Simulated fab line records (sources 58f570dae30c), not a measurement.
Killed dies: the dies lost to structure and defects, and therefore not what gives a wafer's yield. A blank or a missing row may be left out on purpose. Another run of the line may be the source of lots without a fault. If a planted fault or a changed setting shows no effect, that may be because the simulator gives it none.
What tool caused it? || flow berkeley_cmos170 || Sampling: 14 lots, 42 wafers, 5 of 331 route steps

== WHAT EACH GAUGE READ, for each wafer ==
UCB170_PWELL_OVL_MEAS_13.
{"lot": "L239", "measured": "day 2 20:39", "on": "overlay-01", "PWELL_OVL (nm)": "-5 3 2"}
{"lot": "L241", "measured": "day 2 23:49", "on": "overlay-01", "PWELL_OVL (nm)": "4 -6 -3"}
{"lot": "L240", "measured": "day 3 00:03", "on": "overlay-02", "PWELL_OVL (nm)": "-4 6 8"}
{"lot": "L242", "measured": "day 3 13:01", "on": "overlay-01", "PWELL_OVL (nm)": "2 3 3"}
{"lot": "L243", "measured": "day 3 18:05", "on": "overlay-02", "PWELL_OVL (nm)": "0 -1 3"}
{"lot": "L244", "measured": "day 4 00:37", "on": "overlay-01", "PWELL_OVL (nm)": "6 7 -4"}
{"lot": "L245", "measured": "day 4 04:59", "on": "overlay-01", "PWELL_OVL (nm)": "1 0 -2"}
{"lot": "L254", "measured": "day 5 23:12", "on": "overlay-01", "PWELL_OVL (nm)": "3 10 10"}
{"lot": "L256", "measured": "day 6 08:58", "on": "overlay-02", "PWELL_OVL (nm)": "-1 1 -6"}
{"lot": "L257", "measured": "day 6 19:17", "on": "overlay-02", "PWELL_OVL (nm)": "-9 4 -7"}
{"lot": "L259", "measured": "day 7 05:02", "on": "overlay-02", "PWELL_OVL (nm)": "10 1 6"}
{"lot": "L258", "measured": "day 7 05:19", "on": "overlay-02", "PWELL_OVL (nm)": "-12 -7 -5"}
{"lot": "L261", "measured": "day 7 16:40", "on": "overlay-02", "PWELL_OVL (nm)": "-3 8 -6"}
{"lot": "L262", "measured": "day 7 21:26", "on": "overlay-02", "PWELL_OVL (nm)": "0 -12 -9"}

UCB170_ACTIVE_THK_MEAS_03.
{"lot": "L239", "measured": "day 3 21:22", "on": "film_metro-03", "ACTIVE_OXIDE_THK (nm)": "26.3 26.5 26.4"}
{"lot": "L241", "measured": "day 3 21:26", "on": "film_metro-03", "ACTIVE_OXIDE_THK (nm)": "26.3 26.7 26.1"}
{"lot": "L240", "measured": "day 3 21:22", "on": "film_metro-01", "ACTIVE_OXIDE_THK (nm)": "27.5 27.0 27.0"}
{"lot": "L242", "measured": "day 4 09:15", "on": "film_metro-03", "ACTIVE_OXIDE_THK (nm)": "26.3 26.1 26.3"}
{"lot": "L243", "measured": "day 4 09:14", "on": "film_metro-01", "ACTIVE_OXIDE_THK (nm)": "26.9 26.6 27.1"}
{"lot": "L244", "measured": "day 4 22:01", "on": "film_metro-04", "ACTIVE_OXIDE_THK (nm)": "23.1 23.0 22.7"}
{"lot": "L245", "measured": "day 5 00:37", "on": "film_metro-01", "ACTIVE_OXIDE_THK (nm)": "23.9 23.9 24.1"}
{"lot": "L254", "measured": "day 6 17:31", "on": "film_metro-01", "ACTIVE_OXIDE_THK (nm)": "26.5 26.4 25.9"}
{"lot": "L256", "measured": "day 7 07:49", "on": "film_metro-01", "ACTIVE_OXIDE_THK (nm)": "26.4 26.0 26.6"}
{"lot": "L257", "measured": "day 7 16:50", "on": "film_metro-01", "ACTIVE_OXIDE_THK (nm)": "26.3 26.7 26.2"}
{"lot": "L259", "measured": "day 8 05:37", "on": "film_metro-01", "ACTIVE_OXIDE_THK (nm)": "26.6 26.7 26.8"}
{"lot": "L258", "measured": "day 8 05:37", "on": "film_metro-04", "ACTIVE_OXIDE_THK (nm)": "26.8 27.3 27.2"}
{"lot": "L261", "measured": "day 8 12:51", "on": "film_metro-04", "ACTIVE_OXIDE_THK (nm)": "26.6 26.6 26.7"}
{"lot": "L262", "measured": "day 8 16:48", "on": "film_metro-04", "ACTIVE_OXIDE_THK (nm)": "26.5 26.3 26.4"}

UCB170_ACTIVE_OVL_MEAS_14.
{"lot": "L239", "measured": "day 4 04:02", "on": "overlay-02", "ACTIVE_OVL (nm)": "7 5 1"}
{"lot": "L241", "measured": "day 4 04:09", "on": "overlay-01", "ACTIVE_OVL (nm)": "-11 -1 -1"}
{"lot": "L240", "measured": "day 4 04:18", "on": "overlay-02", "ACTIVE_OVL (nm)": "7 0 -2"}
{"lot": "L242", "measured": "day 4 18:41", "on": "overlay-01", "ACTIVE_OVL (nm)": "-7 -2 -3"}
{"lot": "L243", "measured": "day 4 19:05", "on": "overlay-02", "ACTIVE_OVL (nm)": "-2 -8 -1"}
{"lot": "L244", "measured": "day 5 05:47", "on": "overlay-02", "ACTIVE_OVL (nm)": "-4 -1 -5"}
{"lot": "L245", "measured": "day 5 09:52", "on": "overlay-01", "ACTIVE_OVL (nm)": "5 4 -1"}
{"lot": "L254", "measured": "day 7 02:34", "on": "overlay-02", "ACTIVE_OVL (nm)": "6 6 10"}
{"lot": "L256", "measured": "day 7 14:46", "on": "overlay-02", "ACTIVE_OVL (nm)": "-2 6 1"}
{"lot": "L257", "measured": "day 8 01:49", "on": "overlay-02", "ACTIVE_OVL (nm)": "3 6 5"}
{"lot": "L259", "measured": "day 8 13:33", "on": "overlay-02", "ACTIVE_OVL (nm)": "-2 2 0"}
{"lot": "L258", "measured": "day 8 13:50", "on": "overlay-02", "ACTIVE_OVL (nm)": "0 4 -5"}
{"lot": "L261", "measured": "day 8 21:43", "on": "overlay-02", "ACTIVE_OVL (nm)": "-10 -9 -3"}
{"lot": "L262", "measured": "day 9 00:10", "on": "overlay-02", "ACTIVE_OVL (nm)": "-9 -3 -8"}

UCB170_PFIELD_TW_MEAS_09.
{"lot": "L239", "measured": "day 4 05:53", "on": "film_metro-02", "PFIELD_TW": "590 591 591"}
{"lot": "L241", "measured": "day 4 06:07", "on": "film_metro-01", "PFIELD_TW": "606 606 608"}
{"lot": "L240", "measured": "day 4 06:22", "on": "film_metro-02", "PFIELD_TW": "591 591 591"}
{"lot": "L242", "measured": "day 4 21:35", "on": "film_metro-03", "PFIELD_TW": "604 606 604"}
{"lot": "L243", "measured": "day 4 21:52", "on": "film_metro-03", "PFIELD_TW": "607 607 603"}
{"lot": "L244", "measured": "day 5 07:44", "on": "film_metro-03", "PFIELD_TW": "606 607 606"}
{"lot": "L245", "measured": "day 5 12:01", "on": "film_metro-01", "PFIELD_TW": "606 605 606"}
{"lot": "L254", "measured": "day 7 04:14", "on": "film_metro-01", "PFIELD_TW": "602 601 601"}
{"lot": "L256", "measured": "day 7 17:22", "on": "film_metro-02", "PFIELD_TW": "592 592 596"}
{"lot": "L257", "measured": "day 8 03:48", "on": "film_metro-03", "PFIELD_TW": "603 600 602"}
{"lot": "L259", "measured": "day 8 15:17", "on": "film_metro-01", "PFIELD_TW": "597 598 602"}
{"lot": "L258", "measured": "day 8 15:47", "on": "film_metro-01", "PFIELD_TW": "601 603 601"}
{"lot": "L261", "measured": "day 8 23:46", "on": "film_metro-01", "PFIELD_TW": "602 601 598"}
{"lot": "L262", "measured": "day 9 03:27", "on": "film_metro-02", "PFIELD_TW": "591 588 590"}

== WHAT TOOL EACH LOT RAN ON (gives the tool, then ch and the chambers of the sampled wafers, and finally the start) ==
{"lot": "L239", "UCB170_ACTIVE_OXIDATION_02": "furnace-01 ch 0, day 3 20:01"}
{"lot": "L241", "UCB170_ACTIVE_OXIDATION_02": "furnace-01 ch 0, day 3 20:01"}
{"lot": "L240", "UCB170_ACTIVE_OXIDATION_02": "furnace-01 ch 0, day 3 20:01"}
{"lot": "L242", "UCB170_ACTIVE_OXIDATION_02": "furnace-02 ch 0, day 4 07:53"}
{"lot": "L243", "UCB170_ACTIVE_OXIDATION_02": "furnace-02 ch 0, day 4 07:53"}
{"lot": "L244", "UCB170_ACTIVE_OXIDATION_02": "furnace-02 ch 0, day 4 20:40"}
{"lot": "L245", "UCB170_ACTIVE_OXIDATION_02": "furnace-02 ch 0, day 4 23:16"}
{"lot": "L254", "UCB170_ACTIVE_OXIDATION_02": "furnace-01 ch 0, day 6 16:10"}
{"lot": "L256", "UCB170_ACTIVE_OXIDATION_02": "furnace-01 ch 0, day 7 06:27"}
{"lot": "L257", "UCB170_ACTIVE_OXIDATION_02": "furnace-03 ch 0, day 7 15:28"}
{"lot": "L259", "UCB170_ACTIVE_OXIDATION_02": "furnace-01 ch 0, day 8 04:15"}
{"lot": "L258", "UCB170_ACTIVE_OXIDATION_02": "furnace-01 ch 0, day 8 04:15"}
{"lot": "L261", "UCB170_ACTIVE_OXIDATION_02": "furnace-03 ch 0, day 8 11:29"}
{"lot": "L262", "UCB170_ACTIVE_OXIDATION_02": "furnace-02 ch 0, day 8 15:26"}
- UCB170_ACTIVE_OXIDATION_02: target thk 26.4 nm, ox time 1260 s.

== AS READ BY THE TOOLS THEMSELVES (means over the sampled wafers that have a number; for cases with no such wafer, the mark the record gives instead) ==
UCB170_ACTIVE_OXIDATION_02.
{"lot": "L239", "tool": "furnace-01", "spike_tc_source_C (C)": 1025.4, "zone_power_load_pct (%)": 34.6}
{"lot": "L241", "tool": "furnace-01", "spike_tc_source_C (C)": 1025.1, "zone_power_load_pct (%)": 34.4}
{"lot": "L240", "tool": "furnace-01", "spike_tc_source_C (C)": 1025.3, "zone_power_load_pct (%)": 34.6}
{"lot": "L242", "tool": "furnace-02", "spike_tc_source_C (C)": 1024.4, "zone_power_load_pct (%)": 34.7}
{"lot": "L243", "tool": "furnace-02", "spike_tc_source_C (C)": 1024.7, "zone_power_load_pct (%)": 34.6}
{"lot": "L244", "tool": "furnace-02", "spike_tc_source_C (C)": 1024.5, "zone_power_load_pct (%)": 35.3}
{"lot": "L245", "tool": "furnace-02", "spike_tc_source_C (C)": 1024.5, "zone_power_load_pct (%)": 35.0}
{"lot": "L254", "tool": "furnace-01", "spike_tc_source_C (C)": 1025.7, "zone_power_load_pct (%)": 34.3}
{"lot": "L256", "tool": "furnace-01", "spike_tc_source_C (C)": 1024.9, "zone_power_load_pct (%)": 34.1}
{"lot": "L257", "tool": "furnace-03", "spike_tc_source_C (C)": 1024.7, "zone_power_load_pct (%)": 34.0}
{"lot": "L259", "tool": "furnace-01", "spike_tc_source_C (C)": 1025.2, "zone_power_load_pct (%)": 34.4}
{"lot": "L258", "tool": "furnace-01", "spike_tc_source_C (C)": 1025.8, "zone_power_load_pct (%)": 34.5}
{"lot": "L261", "tool": "furnace-03", "spike_tc_source_C (C)": 1024.5, "zone_power_load_pct (%)": 33.6}
{"lot": "L262", "tool": "furnace-02", "spike_tc_source_C (C)": 1023.8, "zone_power_load_pct (%)": 34.6}

== THE ANSWER, worked out from the rows above alone ==
Rule: the lots themselves supply what counts as usual. Put in order of their means at a reading, lots are off if they are a third of the lots or fewer, leave a main group of 4 or more, and stand apart from it by a gap of 3 or more times the standard deviation of the main group's means; of several such gaps the widest counts. The tables above print the reading to a certain number of digits; a main group whose means all agree to those digits is not used. Also off: a lot with no number at a reading for which 4 or more lots have one. All remaining lots with rows at the step are treated as sound. The gauges are gone through in route order, then the tools' own readings, and for those a lot's mean is taken as printed above. The first step at which some lot is off is used, and at that step the reading that is off furthest; a lot without a number counts as furthest.
Off: at UCB170_ACTIVE_THK_MEAS_03 (ACTIVE_OXIDE_THK), L244, L245. The main group: mean 26.6 nm, standard deviation 0.31.
If a tool, at a process step before that reading, ran all the lots that are off and no sound lot after the first of them, it fits. Gauges at UCB170_ACTIVE_THK_MEAS_03: tried the same way as those tools. Of those tried, none fits.

== WHAT THE SIMULATOR HAD INSERTED ==
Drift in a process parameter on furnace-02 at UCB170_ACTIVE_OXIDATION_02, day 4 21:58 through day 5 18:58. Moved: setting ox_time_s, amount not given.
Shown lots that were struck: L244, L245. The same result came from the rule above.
